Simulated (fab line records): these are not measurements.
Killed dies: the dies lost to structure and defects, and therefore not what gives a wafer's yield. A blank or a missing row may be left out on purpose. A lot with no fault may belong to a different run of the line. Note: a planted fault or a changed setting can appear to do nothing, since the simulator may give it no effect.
One fault seen from 2 desks / flow rit_cmos / only its own numbers are on each desk; what lay behind them is given at the end

FROM THE METROLOGY DESK
What the gauges read, lot by lot, whatever tool the lot ran on: means of the sampled wafers that have a number. A lot is out of limits, marked OUT, if its mean lies more than 4 standard deviations from the usual mean; the brackets give that distance.
Columns: A = PRETRO_OVL at RIT_PRETRO_OVL_MEAS_06, usual 0.8 nm; B = PLDD_OVL at RIT_PLDD_OVL_MEAS_06, usual 0.1 nm; C = NSD_OVL at RIT_NSD_OVL_MEAS_06, usual -0.4 nm; D = PSD_TW at RIT_PSD_TW_MEAS_10, usual 3385
lot=L863; first seen here=day 2 11:31; A=-0.7; B=-2.0; C=0.0; D=3396
lot=L866; first seen here=day 2 22:05; A=1.2; B=-0.1; C=-0.6; D=3412
lot=L867; first seen here=day 3 03:54; A=0.1; B=2.6; C=0.8; D=3413
lot=L870; first seen here=day 3 17:26; A=0.7; B=-1.4; C=-0.6; D=3371
lot=L872; first seen here=day 4 04:31; A=1.3; B=0.8; C=-; D=3610 (+6.4) OUT
lot=L873; first seen here=day 4 10:26; A=1.8; B=1.4; C=-; D=3612 (+6.5) OUT
lot=L876; first seen here=day 4 23:53; A=0.8; B=-1.5; C=1.0; D=3366
lot=L877; first seen here=day 5 06:33; A=-0.1; B=0.5; C=0.7; D=3415
lot=L878; first seen here=day 5 11:05; A=0.6; B=-1.4; C=-1.4; D=3337
lot=L879; first seen here=day 5 15:25; A=-0.4; B=0.3; C=-1.1; D=3419
lot=L880; first seen here=day 5 19:29; A=1.0; B=-1.2; C=1.0; D=3340
lot=L881; first seen here=day 6 02:13; A=0.2; B=-2.0; C=-0.2; D=3361
lot=L882; first seen here=day 6 07:15; A=1.6; B=-1.1; C=0.1; D=3424
lot=L884; first seen here=day 6 15:45; A=1.5; B=0.5; C=-1.5; D=3431
This desk finds L872, L873 out of limits, with the earliest case on L872 at day 5 00:04 (PSD_TW at RIT_PSD_TW_MEAS_10). L863, L866, L867, L870, L876, L877, L878, L879, L880, L881, L882, L884: within limits.

DESK OF THE TOOL OWNER: litho_track-04
The tool's own readings at RIT_NSD_COAT_01 (resist thk 1000 nm): means of the sampled wafers that have a number, for each lot that ran on this tool. A lot is out of limits, marked OUT, if its mean lies more than 4 standard deviations from the usual mean; the brackets give that distance.
Columns: A = chill_plate_temp_C at RIT_NSD_COAT_01, usual 23.04 C; B = dispense_pressure_kPa at RIT_NSD_COAT_01, usual 51 kPa; C = exhaust_pa at RIT_NSD_COAT_01, usual 45.1 Pa
lot=L870; first seen here=day 4 08:39; A=23.10; B=53; C=45.7
lot=L877; first seen here=day 5 22:14; A=23.01; B=53; C=44.9
lot=L878; first seen here=day 6 02:13; A=23.04; B=53; C=45.8
lot=L879; first seen here=day 6 05:51; A=23.09; B=53; C=44.8
lot=L880; first seen here=day 6 13:29; A=23.07; B=53; C=45.9
lot=L881; first seen here=day 6 17:28; A=23.05; B=53; C=44.9
This desk found nothing out of limits on any of the 6 lots.

BROUGHT TOGETHER
The metrology desk could have raised an alarm at day 5 00:04, on L872, L873.
The desk of the tool owner found nothing out of limits.
The tool owner's desk has no number on record for L872, L873.
Of the lots named, all ran RIT_NSD_COAT_01 on litho_track-04.

WHAT WAS PUT IN BY THE SIMULATOR
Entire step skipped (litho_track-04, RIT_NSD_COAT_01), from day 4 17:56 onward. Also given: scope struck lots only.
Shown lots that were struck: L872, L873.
Per desk, hours elapsed from the start of the fault to the first reading out of limits: for the metrology desk, 6.
